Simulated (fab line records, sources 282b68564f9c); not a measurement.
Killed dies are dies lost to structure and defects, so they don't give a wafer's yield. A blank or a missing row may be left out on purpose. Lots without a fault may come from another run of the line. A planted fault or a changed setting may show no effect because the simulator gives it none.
fab line records | flow rit_cmos
record lots=15 wafers=45 last_day=8
route steps=202 shown NLDD@109 NSD@139 CONTACT@177 M1@202
lots that met no fault: from a run of the same line without faults
start_h: hours from the record's first day to the start of the lot's first wafer shown | wait_h: hours since the lot's step before | " the same as in the row above | L1.1+2: a row that stands for several wafers | - no value, or no start given | * or withheld: withheld | < > ~ a bound
route shown NAME@n: a module of which the file shows steps, and the number in the route of the first | usual: mean/standard deviation of fault-free wafers | same: alike in all rows | chamber/n: place in a boat | sites: the reading at each site | _std_site: their standard deviation | _edge_site: outer sites' mean less inner sites' | radius_mm: how far each site lies from the wafer's centre | mask NAME#n: copy n | behind: the tool/chamber that last shaped the wafer | hold: why the lot was held/for how many hours/how that ended | device: the transistor (n, p or np) that didn't switch | end of line: the same wafers' tests at the end of the route | a step without rows: its recipe alone | killed: dies lost to structure and defects at the first sort, not the wafer's yield | map: a wafer's dies, x killed, . not, _ none there
set.NAME: the setting as run; set.NAME@STEP: as run at that earlier step | model.NAME: the simulator's own value behind a step, which no gauge read
steps of the route over a sample of lots; a table a step, a row a wafer
services: from which hour (start_h, from the record's first day; less than 0 if before it) a tool's chamber was out of use, for how many hours, and why
## steps
# step RIT_NLDD_OVL_MEAS_06
# usual NLDD_OVL=0.5/1.2
# columns lot.wafer tool chamber start_h wait_h NLDD_OVL[nm]
L431.2 overlay-02 - 52.63 - 0.9
L431.4 " - " " 2.4
L431.6 " - " " 1.4
L432.1 overlay-02 - 56.05 - 2.1
L432.4 " - " " 0.0
L432.5 " - " " -0.5
L433.2 overlay-01 - 60.24 - 1.0
L433.5 " - " " 0.8
L433.6 " - " " 1.9
L436.2 overlay-01 - 73.94 - 2.4
L436.4 " - " " 1.6
L436.5 " - " " 1.1
L442.3 overlay-02 - 103.75 - 0.3
L442.4 " - " " -0.8
L442.5 " - " " 0.3
L443.4 overlay-01 - 110.96 - 1.5
L443.5 " - " " 1.6
L443.6 " - " " 1.6
L444.1 overlay-01 - 113.62 - -1.7
L444.2 " - " " 0.5
L444.6 " - " " -0.5
L446.2 overlay-01 - 124.78 - 2.0
L446.3 " - " " 1.3
L446.5 " - " " 0.9
L447.2 overlay-01 - 134.00 - 2.6
L447.5 " - " " 2.3
L447.6 " - " " 1.2
L448.1 overlay-01 - 141.09 - 0.2
L448.4 " - " " 0.2
L448.6 " - " " 1.1
L449.1 overlay-02 - 147.81 - 1.1
L449.5 " - " " -0.7
L449.6 " - " " 0.0
L450.1 overlay-02 - 151.80 - -0.5
L450.3 " - " " -0.2
L450.4 " - " " 0.0
L451.1 overlay-01 - 158.71 - -0.2
L451.5 " - " " -0.1
L451.6 " - " " -0.4
L452.4 overlay-01 - 166.54 - -0.3
L452.5 " - " " -0.4
L452.6 " - " " 0.2
L453.1 overlay-02 - 169.51 - -0.3
L453.4 " - " " -0.8
L453.6 " - " " -0.6
# step RIT_NSD_IMPLANT_08
# recipe species=P energy_kev=25 dose_cm2=1e+15 tilt_deg=7
# usual beam_energy_keV=24.998/0.0083
# columns lot.wafer tool chamber start_h wait_h beam_energy_keV
L431.2 implanter-03 0 60.12 0.1 25.002
L431.4 " 0 " " 24.998
L431.6 " 0 " " 25.005
L432.1 implanter-03 0 62.23 0.1 22.487
L432.4 " 0 " " 22.497
L432.5 " 0 " " 22.492
L433.2 implanter-03 0 66.72 0.1 22.493
L433.5 " 0 " " 22.496
L433.6 " 0 " " 22.510
L436.2 implanter-03 0 80.34 0.1 22.504
L436.4 " 0 " " 22.497
L436.5 " 0 " " 22.498
L442.3 implanter-01 0 109.56 0.1 24.996
L442.4 " 0 " " 25.000
L442.5 " 0 " " 25.007
L443.4 implanter-01 0 117.56 0.1 24.997
L443.5 " 0 " " 24.996
L443.6 " 0 " " 24.995
L444.1 implanter-01 0 119.28 0.1 25.003
L444.2 " 0 " " 24.998
L444.6 " 0 " " 25.000
L446.2 implanter-04 0 130.53 0.1 25.013
L446.3 " 0 " " 25.003
L446.5 " 0 " " 24.997
L447.2 implanter-03 0 139.54 0.1 24.995
L447.5 " 0 " " 24.996
L447.6 " 0 " " 25.010
L448.1 implanter-01 0 146.74 0.1 25.010
L448.4 " 0 " " 25.000
L448.6 " 0 " " 25.002
L449.1 implanter-01 0 153.67 0.1 25.008
L449.5 " 0 " " 24.988
L449.6 " 0 " " 25.008
L450.1 implanter-03 0 157.32 0.1 25.008
L450.3 " 0 " " 25.006
L450.4 " 0 " " 25.008
L451.1 implanter-03 0 164.25 0.1 25.011
L451.5 " 0 " " 25.010
L451.6 " 0 " " 25.013
L452.4 implanter-03 0 173.46 0.1 24.991
L452.5 " 0 " " 25.001
L452.6 " 0 " " 25.007
L453.1 implanter-01 0 175.18 0.1 25.000
L453.4 " 0 " " 24.998
L453.6 " 0 " " 24.995
# step RIT_SDANNEAL_RS_MEAS_05
# recipe thk_meas_gauge=four-point-probe
# usual NSD_RS=84.60/0.26
# columns lot.wafer tool chamber start_h wait_h NSD_RS[ohm/sq]
L431.2 film_metro-01 - 62.77 0.1 84.73
L431.4 " - " " 84.89
L431.6 " - " " 84.71
L432.1 film_metro-01 - 64.88 0.1 85.58
L432.4 " - " " 85.46
L432.5 " - " " 85.61
L433.2 film_metro-03 - 69.19 0.1 85.83
L433.5 " - " " 85.86
L433.6 " - " " 85.71
L436.2 film_metro-04 - 82.89 0.1 85.60
L436.4 " - " " 85.33
L436.5 " - " " 85.70
L442.3 film_metro-04 - 112.08 0.1 84.49
L442.4 " - " " 84.52
L442.5 " - " " 84.36
L443.4 film_metro-04 - 120.02 0.1 84.59
L443.5 " - " " 84.63
L443.6 " - " " 84.73
L444.1 film_metro-04 - 121.75 0.1 84.47
L444.2 " - " " 84.35
L444.6 " - " " 84.50
L446.2 film_metro-01 - 132.88 0.1 84.51
L446.3 " - " " 84.40
L446.5 " - " " 84.37
L447.2 film_metro-04 - 141.89 0.1 84.52
L447.5 " - " " 84.36
L447.6 " - " " 84.48
L448.1 film_metro-04 - 149.09 0.1 84.77
L448.4 " - " " 84.93
L448.6 " - " " 84.74
L449.1 film_metro-01 - 156.22 0.1 84.68
L449.5 " - " " 84.71
L449.6 " - " " 84.88
L450.1 film_metro-04 - 159.73 0.1 84.17
L450.3 " - " " 84.63
L450.4 " - " " 84.54
L451.1 film_metro-01 - 166.66 0.1 84.70
L451.5 " - " " 84.67
L451.6 " - " " 84.49
L452.4 film_metro-04 - 175.80 0.1 84.28
L452.5 " - " " 84.54
L452.6 " - " " 84.51
L453.1 film_metro-04 - 177.66 0.1 84.32
L453.4 " - " " 84.39
L453.6 " - " " 84.28
# step RIT_CONTACT_OVL_MEAS_09
# usual CONTACT_OVL=0.6/1.4
# columns lot.wafer tool chamber start_h wait_h CONTACT_OVL[nm]
L431.2 overlay-01 - 64.83 0.1 2.0
L431.4 " - " " 1.1
L431.6 " - " " 4.4
L432.1 overlay-02 - 67.08 0.1 -2.7
L432.4 " - " " -2.2
L432.5 " - " " -2.0
L433.2 overlay-02 - 71.25 0.1 1.2
L433.5 " - " " 2.4
L433.6 " - " " -0.3
L436.2 overlay-02 - 84.95 0.1 -1.4
L436.4 " - " " -1.6
L436.5 " - " " -1.1
L442.3 overlay-02 - 114.14 0.1 1.7
L442.4 " - " " 1.9
L442.5 " - " " 0.8
L443.4 overlay-02 - 122.06 0.1 -0.3
L443.5 " - " " -0.3
L443.6 " - " " -1.1
L444.1 overlay-01 - 123.83 0.1 0.4
L444.2 " - " " 0.9
L444.6 " - " " -1.1
L446.2 overlay-01 - 134.94 0.1 -0.6
L446.3 " - " " 1.6
L446.5 " - " " 1.2
L447.2 overlay-02 - 144.07 0.1 1.5
L447.5 " - " " 0.7
L447.6 " - " " 3.5
L448.1 overlay-02 - 151.29 0.1 0.0
L448.4 " - " " 0.3
L448.6 " - " " 0.5
L449.1 overlay-02 - 158.68 0.1 2.7
L449.5 " - " " 2.0
L449.6 " - " " 0.2
L450.1 overlay-02 - 161.97 0.1 -0.6
L450.3 " - " " -0.7
L450.4 " - " " -2.4
L451.1 overlay-01 - 168.73 0.1 0.9
L451.5 " - " " 0.3
L451.6 " - " " -0.1
L452.4 overlay-01 - 177.96 0.1 1.3
L452.5 " - " " -0.2
L452.6 " - " " 0.3
L453.1 overlay-01 - 179.73 0.1 0.1
L453.4 " - " " 2.5
L453.6 " - " " 3.6
# step RIT_CONTACT_ETCH_11
# recipe target_depth_a=4800 over_etch_frac=0.2 stop_on=TiSi2 chemistry=CHF3/CF4/Ar target=SiO2 CHF3_flow_sccm=50 cf4_flow_sccm=10 Ar_flow_sccm=100 O2_flow_sccm=5 pressure_mtorr=100 rf_w=200 time_s=320
# usual CHF3_flow_sccm=49.99/0.13 drypump_motor_current_A=5.7/0.48 oes_product_au=0.988/0.016 throttle_valve_pct=8.86/0.11
# columns lot.wafer tool chamber start_h wait_h CHF3_flow_sccm drypump_motor_current_A oes_product_au rf_hours_counter_h throttle_valve_pct
L431.2 rie_diel-02 0 65.01 0.1 50.14 5.3 0.983 36 8.96
L431.4 " 3 " " 50.06 5.7 1.005 74 8.96
L431.6 " 1 " " 50.11 5.8 0.962 - 8.69
L432.1 rie_diel-01 2 67.44 0.1 49.87 5.1 0.969 50 8.94
L432.4 " 0 " " 50.13 4.9 1.003 118 8.89
L432.5 " 1 " " 50.24 6.4 1.000 - 8.64
L433.2 rie_diel-02 2 71.43 0.1 50.16 5.7 0.973 95 8.88
L433.5 " 2 " " 50.06 5.6 0.977 - 8.87
L433.6 " 1 " " 49.97 5.8 0.962 - 8.69
L436.2 rie_diel-02 1 85.22 0.1 50.05 5.8 0.963 8 8.69
L436.4 " 2 " " 49.92 5.6 0.979 95 8.86
L436.5 " 0 " " 49.86 5.2 0.981 - 8.97
L442.3 rie_diel-02 1 114.31 0.1 50.01 5.8 0.962 8 8.70
L442.4 " 0 " " 50.05 5.2 0.980 37 8.95
L442.5 " 0 " " 49.93 5.2 0.983 - 8.96
L443.4 rie_diel-04 3 122.23 0.1 50.01 6.2 1.008 3 8.98
L443.5 " 0 " " 50.08 6.1 0.998 - 8.90
L443.6 " 1 " " 50.03 6.4 1.003 - 8.84
L444.1 rie_diel-02 0 124.02 0.1 50.25 5.3 0.976 38 8.95
L444.2 " 1 " " 50.03 5.8 0.965 9 8.68
L444.6 " 2 " " 49.77 5.6 0.984 - 8.86
L446.2 rie_diel-01 3 135.12 0.1 50.16 5.9 0.998 151 8.95
L446.3 " 2 " " 50.01 5.1 0.961 51 8.93
L446.5 " 1 " " 49.84 6.4 1.001 - 8.65
L447.2 rie_diel-01 1 144.25 0.1 50.01 6.4 1.004 111 8.63
L447.5 " 0 " " 50.04 4.9 1.013 - 8.90
L447.6 " 1 " " 50.04 6.4 0.996 - 8.64
L448.1 rie_diel-02 0 151.48 0.1 49.86 5.2 0.980 38 8.94
L448.4 " 2 " " 49.93 5.6 0.974 96 8.87
L448.6 " 1 " " 50.04 5.7 0.967 - 8.69
L449.1 rie_diel-02 3 158.87 0.1 49.95 5.7 1.009 76 8.96
L449.5 " 3 " " 49.76 5.8 1.012 - 8.96
L449.6 " 0 " " 49.93 5.2 0.975 - 8.94
L450.1 rie_diel-01 2 162.15 0.1 49.81 5.2 0.963 51 8.94
L450.3 " 3 " " 49.86 5.9 1.004 0 8.93
L450.4 " 0 " " 50.11 4.9 1.010 120 8.92
L451.1 rie_diel-02 3 168.92 0.1 50.13 5.7 0.995 76 8.97
L451.5 " 0 " " 49.83 5.2 0.982 - 8.97
L451.6 " 1 " " 50.10 5.8 0.965 - 8.68
L452.4 rie_diel-04 0 178.15 0.1 49.90 6.1 0.989 101 8.87
L452.5 " 2 " " 50.00 6.2 0.987 - 8.80
L452.6 " 1 " " 49.78 6.4 1.003 - 8.84
L453.1 rie_diel-01 3 179.92 0.1 49.95 5.9 1.003 1 8.95
L453.4 " 2 " " 50.01 5.2 0.968 52 8.92
L453.6 " 3 " " 50.06 5.9 1.008 - 8.93
# step RIT_M1_PROBE_99
# usual killed_at_M0_to_M3=0.0/0.12 killed_at_contacts=0.0/0.2 killed_at_front_end=7/3 killed_dies=7/3 killed_on_rim=2.1/1.6 killed_open=3.4/1.8 killed_short=3.8/2.1
# same gross_dies=264 killed_at_M4_up=0 killed_at_back_side=0 killed_at_other=0
# columns lot.wafer tool chamber start_h wait_h killed_at_M0_to_M3 killed_at_contacts killed_at_front_end killed_dies killed_on_rim killed_open killed_short
L431.2 prober-02 - 70.21 0.1 0 0 14 14 3 7 7
L431.4 prober-02 - 70.31 0.2 0 0 8 8 4 3 5
L431.6 prober-02 - 70.41 0.2 0 0 6 6 3 2 4
L432.1 prober-01 - 72.42 0.1 0 0 11 11 5 9 2
L432.4 prober-01 - 72.57 0.2 0 0 6 6 1 3 3
L432.5 prober-01 - 72.62 0.2 0 0 5 5 1 4 1
L433.2 prober-02 - 77.26 0.1 0 0 7 7 0 3 4
L433.5 prober-02 - 77.41 0.2 0 0 5 5 1 1 4
L433.6 prober-02 - 77.46 0.2 0 0 7 7 1 4 3
L436.2 prober-01 - 90.68 0.1 0 0 8 8 4 3 5
L436.4 prober-01 - 90.78 0.2 0 0 9 9 4 5 4
L436.5 prober-01 - 90.83 0.2 0 0 3 3 1 0 3
L442.3 prober-02 - 119.29 0.2 0 0 9 9 2 6 3
L442.4 prober-02 - 119.34 0.2 0 0 13 13 2 5 8
L442.5 prober-02 - 119.39 0.2 0 1 8 9 3 5 4
L443.4 prober-01 - 127.36 0.2 0 0 3 3 0 2 1
L443.5 prober-01 - 127.41 0.2 0 0 3 3 1 3 0
L443.6 prober-01 - 127.46 0.2 0 1 6 7 4 5 2
L444.1 prober-02 - 128.99 0.1 0 0 4 4 1 3 1
L444.2 prober-02 - 129.04 0.1 0 0 8 8 1 5 3
L444.6 prober-02 - 129.24 0.2 0 0 3 3 0 1 2
L446.2 prober-02 - 140.15 0.1 0 0 8 8 4 4 4
L446.3 prober-02 - 140.20 0.2 0 0 6 6 0 3 3
L446.5 prober-02 - 140.30 0.2 0 0 8 8 5 3 5
L447.2 prober-01 - 149.16 0.1 0 0 9 9 1 5 3
L447.5 prober-01 - 149.31 0.2 0 0 11 11 3 4 7
L447.6 prober-01 - 149.36 0.2 0 0 14 14 8 7 7
L448.1 prober-02 - 156.33 0.1 0 0 6 6 2 5 1
L448.4 prober-02 - 156.48 0.2 0 0 11 11 5 6 5
L448.6 prober-02 - 156.58 0.2 0 0 12 12 6 6 6
L449.1 prober-01 - 163.73 0.1 0 0 11 11 3 5 6
L449.5 prober-01 - 163.93 0.2 0 0 5 5 2 0 5
L449.6 prober-01 - 163.98 0.2 0 0 7 7 2 1 6
L450.1 prober-02 - 167.06 0.1 0 0 13 13 2 4 9
L450.3 prober-02 - 167.16 0.2 0 0 5 5 1 3 2
L450.4 prober-02 - 167.21 0.2 0 0 10 10 2 6 4
L451.1 prober-01 - 173.96 0.1 1 0 7 8 1 2 6
L451.5 prober-01 - 174.16 0.2 0 0 11 11 2 6 5
L451.6 prober-01 - 174.21 0.2 0 0 7 7 1 3 4
L452.4 prober-02 - 183.36 0.2 0 0 7 7 2 3 4
L452.5 prober-02 - 183.41 0.2 0 0 2 2 1 2 0
L452.6 prober-02 - 183.46 0.2 0 0 5 5 2 2 3
L453.1 prober-01 - 184.78 0.1 0 0 8 8 5 3 5
L453.4 prober-01 - 184.93 0.2 0 1 7 8 3 5 3
L453.6 prober-01 - 185.03 0.2 0 0 17 17 3 4 13
# killed by level:class
L431.2 GATE:geometric_particle:open=4 GATE:geometric_particle:short=4 SILICIDE:geometric_particle:short=2 FOX1:geometric_particle:open=1 REOX:geometric_particle:open=1 SPACER:geometric_particle:short=1 SPACER:geometric_particle:open=1
L431.4 GATE:geometric_particle:short=2 SPACER:geometric_particle:open=2 SPACER:geometric_particle:short=2 SILICIDE:geometric_particle:short=1 SILICIDE:geometric_particle:open=1
L431.6 REOX:geometric_particle:short=2 FOX1:geometric_particle:open=1 GATE:geometric_particle:short=1 REOX:geometric_particle:open=1 SPACER:geometric_particle:short=1
L432.1 GATE:geometric_particle:open=5 FOX2:geometric_particle:open=2 FOX1:geometric_particle:short=1 REOX:geometric_particle:short=1 SPACER:geometric_particle:open=1 SILICIDE:geometric_particle:open=1
L432.4 GATE:geometric_particle:open=3 FOX1:geometric_particle:short=1 FOX2:geometric_particle:short=1 SILICIDE:geometric_particle:short=1
L432.5 SILICIDE:geometric_particle:open=3 FOX2:geometric_particle:open=1 GATE:geometric_particle:short=1
L433.2 GATE:geometric_particle:short=3 FOX1:geometric_particle:open=1 FOX2:geometric_particle:open=1 REOX:geometric_particle:short=1 SPACER:geometric_particle:open=1
L433.5 GATE:geometric_particle:short=2 FOX1:geometric_particle:short=1 FOX2:geometric_particle:open=1 SPACER:geometric_particle:short=1
L433.6 FOX1:geometric_particle:open=1 FOX2:geometric_particle:open=1 GATE:geometric_particle:short=1 REOX:geometric_particle:short=1 REOX:geometric_particle:open=1 SPACER:geometric_particle:open=1 SILICIDE:geometric_particle:short=1
L436.2 GATE:geometric_particle:short=5 GATE:geometric_particle:open=2 SPACER:geometric_particle:open=1
L436.4 GATE:geometric_particle:open=4 GATE:geometric_particle:short=3 FOX2:geometric_particle:open=1 SILICIDE:geometric_particle:short=1
L436.5 FOX1:geometric_particle:short=1 GATE:geometric_particle:short=1 REOX:geometric_particle:short=1
L442.3 FOX1:geometric_particle:open=3 GATE:geometric_particle:short=2 GATE:geometric_particle:open=2 SPACER:geometric_particle:open=1 SILICIDE:geometric_particle:short=1
L442.4 GATE:geometric_particle:short=3 FOX1:geometric_particle:short=2 GATE:geometric_particle:open=2 SPACER:geometric_particle:short=2 ACTIVE:geometric_particle:open=1 FOX1:geometric_particle:open=1 SPACER:geometric_particle:open=1 SILICIDE:geometric_particle:short=1
L442.5 GATE:geometric_particle:open=3 FOX1:geometric_particle:open=1 FOX2:geometric_particle:short=1 GATE:geometric_particle:short=1 SPACER:geometric_particle:open=1 SPACER:geometric_particle:short=1 CONTACT:geometric_particle:short=1
L443.4 GATE:geometric_particle:open=1 SPACER:geometric_particle:short=1 SPACER:geometric_particle:open=1
L443.5 SPACER:geometric_particle:open=2 GATE:geometric_particle:open=1
L443.6 GATE:geometric_particle:open=2 GATE:geometric_particle:short=2 FOX1:geometric_particle:open=1 SPACER:geometric_particle:open=1 CONTACT:geometric_particle:open=1
L444.1 GATE:geometric_particle:short=1 REOX:geometric_particle:open=1 SPACER:geometric_particle:open=1 SILICIDE:geometric_particle:open=1
L444.2 GATE:geometric_particle:open=2 GATE:geometric_particle:short=2 FOX2:geometric_particle:open=1 REOX:geometric_particle:open=1 SPACER:geometric_particle:short=1 SPACER:geometric_particle:open=1
L444.6 REOX:geometric_particle:short=1 SILICIDE:geometric_particle:open=1 SILICIDE:geometric_particle:short=1
L446.2 FOX1:geometric_particle:open=4 GATE:geometric_particle:short=4
L446.3 FOX1:geometric_particle:open=2 FOX1:geometric_particle:short=1 GATE:geometric_particle:short=1 REOX:geometric_particle:open=1 SPACER:geometric_particle:short=1
L446.5 FOX1:geometric_particle:short=4 FOX1:geometric_particle:open=1 GATE:geometric_particle:open=1 REOX:geometric_particle:short=1 REOX:geometric_particle:open=1
L447.2 GATE:geometric_particle:open=3 GATE:geometric_particle:short=2 FOX2:geometric_particle:short=1 REOX:geometric_particle:open=1 SILICIDE:geometric_particle:open=1 PSD:coat_microbubble_printed=1
L447.5 GATE:geometric_particle:short=3 GATE:geometric_particle:open=2 REOX:geometric_particle:short=2 FOX1:geometric_particle:open=1 SPACER:geometric_particle:open=1 SPACER:geometric_particle:short=1 SILICIDE:geometric_particle:short=1
L447.6 GATE:geometric_particle:open=3 FOX1:geometric_particle:short=2 FOX2:geometric_particle:short=2 GATE:geometric_particle:short=2 REOX:geometric_particle:open=2 FOX1:geometric_particle:open=1 FOX2:geometric_particle:open=1 REOX:geometric_particle:short=1
L448.1 GATE:geometric_particle:open=3 SPACER:geometric_particle:open=2 SPACER:geometric_particle:short=1
L448.4 GATE:geometric_particle:open=2 REOX:geometric_particle:short=2 SPACER:geometric_particle:open=2 FOX1:geometric_particle:short=1 FOX1:geometric_particle:open=1 GATE:geometric_particle:short=1 SPACER:geometric_particle:short=1 SILICIDE:geometric_particle:open=1
L448.6 SILICIDE:geometric_particle:short=3 SILICIDE:geometric_particle:open=3 GATE:geometric_particle:open=2 SPACER:geometric_particle:short=2 GATE:geometric_particle:short=1 SPACER:geometric_particle:open=1
L449.1 FOX1:geometric_particle:short=2 GATE:geometric_particle:short=2 SPACER:geometric_particle:open=2 SILICIDE:geometric_particle:open=2 REOX:geometric_particle:open=1 SPACER:geometric_particle:short=1 SILICIDE:geometric_particle:short=1
L449.5 GATE:geometric_particle:short=4 FOX2:geometric_particle:short=1
L449.6 FOX1:geometric_particle:short=2 GATE:geometric_particle:short=2 FOX2:geometric_particle:open=1 FOX2:geometric_particle:short=1 REOX:geometric_particle:short=1
L450.1 GATE:geometric_particle:short=4 FOX1:geometric_particle:short=3 FOX1:geometric_particle:open=2 FOX2:geometric_particle:short=2 GATE:geometric_particle:open=2
L450.3 GATE:geometric_particle:open=3 GATE:geometric_particle:short=2
L450.4 FOX1:geometric_particle:open=3 FOX2:geometric_particle:short=2 GATE:geometric_particle:short=2 SILICIDE:geometric_particle:open=2 GATE:geometric_particle:open=1
L451.1 GATE:geometric_particle:short=4 GATE:geometric_particle:open=2 FOX1:geometric_particle:short=1 M1:geometric_particle:short=1
L451.5 GATE:geometric_particle:short=4 SILICIDE:geometric_particle:open=2 GATE:geometric_particle:open=2 REOX:geometric_particle:open=1 SPACER:geometric_particle:short=1 SPACER:geometric_particle:open=1
L451.6 GATE:geometric_particle:short=4 REOX:geometric_particle:open=2 GATE:geometric_particle:open=1
L452.4 FOX1:geometric_particle:open=1 FOX1:geometric_particle:short=1 FOX2:geometric_particle:short=1 FOX2:geometric_particle:open=1 SPACER:geometric_particle:short=1 SILICIDE:geometric_particle:short=1 SILICIDE:geometric_particle:open=1
L452.5 SILICIDE:geometric_particle:open=2
L452.6 FOX1:geometric_particle:short=1 FOX2:geometric_particle:open=1 GATE:geometric_particle:short=1 SPACER:geometric_particle:open=1 SILICIDE:geometric_particle:short=1
L453.1 SPACER:geometric_particle:short=2 FOX2:geometric_particle:open=1 FOX2:geometric_particle:short=1 GATE:geometric_particle:open=1 GATE:geometric_particle:short=1 REOX:geometric_particle:short=1 SILICIDE:geometric_particle:open=1
L453.4 REOX:geometric_particle:open=2 SPACER:geometric_particle:open=2 REOX:geometric_particle:short=1 SPACER:geometric_particle:short=1 SILICIDE:geometric_particle:short=1 CONTACT:geometric_particle:open=1
L453.6 GATE:geometric_particle:short=4 FOX1:geometric_particle:short=3 SPACER:geometric_particle:short=3 FOX2:geometric_particle:short=2 FOX1:geometric_particle:open=1 GATE:geometric_particle:open=1 REOX:geometric_particle:open=1 SPACER:geometric_particle:open=1
## services
# columns tool chamber start_h hours kind
implanter-01 - 37.41 1.2 repair
implanter-01 - 42.59 0.5 repair
rie_diel-04 0 42.82 4.8 repair
rie_diel-01 - 45.14 0.3 repair
implanter-01 - 53.73 1.6 repair
implanter-01 - 82.24 0.7 repair
rie_diel-01 1 126.20 4.9 repair
implanter-03 - 129.22 0.7 repair
implanter-04 - 136.36 3.6 repair
rie_diel-01 3 140.74 - clean
rie_diel-01 3 140.74 11.4 scheduled_down
rie_diel-01 3 140.74 11.4 vent_cycle
rie_diel-04 3 145.90 8.6 repair
rie_diel-02 0 170.60 6.2 repair
## key
first_sign step=RIT_NSD_IMPLANT_08 reading=beam_energy_keV direction=down sigmas=99+ usual=24.998 struck=22.497
effect step=RIT_SDANNEAL_RS_MEAS_05 reading=NSD_RS direction=up sigmas=4 usual=84.60 struck=85.63
met_at RIT_NSD_IMPLANT_08
struck_lots L432,L433,L436
tester_left_out L432,L433,L436
not_acting_at RIT_NLDD_OVL_MEAS_06,RIT_CONTACT_OVL_MEAS_09,RIT_CONTACT_ETCH_11
onset_between 60.12 62.23
fault kind=process_parameter_drift tool=implanter-03 chamber=- onset_h=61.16 steps=RIT_NSD_IMPLANT_08 channel=energy_kev offset=-2.5 shape=step end_h=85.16 acts_in=these_recipes_only stated=25
# tester_left_out: of these lots the tester's yield and bins aren't shown, on N5 and GAA mostly nor the transistor test; their killed dies are dies lost to structure and defects alone, not to doping, threshold or leakage, so they don't give the yield
